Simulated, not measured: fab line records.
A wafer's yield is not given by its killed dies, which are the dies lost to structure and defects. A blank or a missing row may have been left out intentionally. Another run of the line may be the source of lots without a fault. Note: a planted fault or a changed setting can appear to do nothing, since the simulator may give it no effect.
Which of the tools did it? || flow berkeleyCmos170 || 10 lots, 30 wafers sampled, at 3 steps of a route of 331

WHAT THE GAUGES SHOWED, per wafer
UCB170_M2_CD_MEAS_15: the cd target is 700 nm.
{"lot": "L283", "measured": "day 9 05:22", "on": "cdSem-01", "cdNm (nm)": "698.6 699.3 699.3"}
{"lot": "L284", "measured": "day 9 12:58", "on": "cdSem-02", "cdNm (nm)": "697.8 698.3 698.1"}
{"lot": "L285", "measured": "day 9 16:45", "on": "cdSem-01", "cdNm (nm)": "701.0 703.1 702.8"}
{"lot": "L287", "measured": "day 9 21:37", "on": "cdSem-01", "cdNm (nm)": "699.8 701.5 700.2"}
{"lot": "L296", "measured": "day 11 13:17", "on": "cdSem-01", "cdNm (nm)": "699.5 702.3 700.2"}
{"lot": "L297", "measured": "day 11 23:19", "on": "cdSem-02", "cdNm (nm)": "700.2 699.6 700.6"}
{"lot": "L298", "measured": "day 11 23:26", "on": "cdSem-01", "cdNm (nm)": "699.5 699.7 699.6"}
{"lot": "L304", "measured": "day 13 04:52", "on": "cdSem-01", "cdNm (nm)": "700.9 700.4 700.2"}
{"lot": "L302", "measured": "day 13 05:08", "on": "cdSem-01", "cdNm (nm)": "698.1 697.8 698.2"}
{"lot": "L305", "measured": "day 13 06:05", "on": "cdSem-01", "cdNm (nm)": "699.4 699.0 698.4"}

EACH LOT AND THE TOOL THAT RAN IT (in order: tool; ch and the chambers of the sampled wafers; start)
{"lot": "L283", "UCB170_M2_SPUTTER_01": "pvdSputter-02, day 9 02:44", "UCB170_M2_STRIP_07": "plasmaAsher-01 ch 0,1, day 9 03:39"}
{"lot": "L284", "UCB170_M2_SPUTTER_01": "pvdSputter-02, day 9 10:17", "UCB170_M2_STRIP_07": "plasmaAsher-03 ch 0,1, day 9 11:29"}
{"lot": "L285", "UCB170_M2_SPUTTER_01": "pvdSputter-02, day 9 11:31", "UCB170_M2_STRIP_07": "plasmaAsher-03 ch 0,1, day 9 12:44"}
{"lot": "L287", "UCB170_M2_SPUTTER_01": "pvdSputter-02, day 9 17:06", "UCB170_M2_STRIP_07": "plasmaAsher-04 ch 0,1, day 9 18:51"}
{"lot": "L296", "UCB170_M2_SPUTTER_01": "pvdSputter-04, day 11 10:47", "UCB170_M2_STRIP_07": "plasmaAsher-01 ch 0,1, day 11 11:33"}
{"lot": "L297", "UCB170_M2_SPUTTER_01": "pvdSputter-04, day 11 21:01", "UCB170_M2_STRIP_07": "plasmaAsher-04 ch 0,1, day 11 21:48"}
{"lot": "L298", "UCB170_M2_SPUTTER_01": "pvdSputter-01, day 11 21:17", "UCB170_M2_STRIP_07": "plasmaAsher-04 ch 0,1, day 11 22:01"}
{"lot": "L304", "UCB170_M2_SPUTTER_01": "pvdSputter-04, day 13 02:13", "UCB170_M2_STRIP_07": "plasmaAsher-03 ch 0,1, day 13 02:58"}
{"lot": "L302", "UCB170_M2_SPUTTER_01": "pvdSputter-01, day 13 02:56", "UCB170_M2_STRIP_07": "plasmaAsher-01 ch 0,1, day 13 03:52"}
{"lot": "L305", "UCB170_M2_SPUTTER_01": "pvdSputter-01, day 13 03:39", "UCB170_M2_STRIP_07": "plasmaAsher-03 ch 0,1, day 13 04:35"}
- UCB170_M2_SPUTTER_01: material Al, target thk 900 nm, time 120 s.
- UCB170_M2_STRIP_07: strips in O2.

THE ANSWER, worked out from the rows above alone
Rule: the lots themselves supply what counts as usual. The widest of any qualifying gaps counts: lots, ordered by their means at a reading, are off when they make up no more than a third of the lots, leave a main group of 4 or more, and stand apart from it by 3 or more times the standard deviation of that group's means. The tables above print the reading to a certain number of digits; a main group whose means all agree to those digits is not used. A lot without any number at a reading at which 4 lots or more have one is off too. Where the step has rows for the other lots, those lots are counted as sound.
Nothing can be told from this: no lot is off at any reading shown.

WHAT THE SIMULATOR HAD INSERTED
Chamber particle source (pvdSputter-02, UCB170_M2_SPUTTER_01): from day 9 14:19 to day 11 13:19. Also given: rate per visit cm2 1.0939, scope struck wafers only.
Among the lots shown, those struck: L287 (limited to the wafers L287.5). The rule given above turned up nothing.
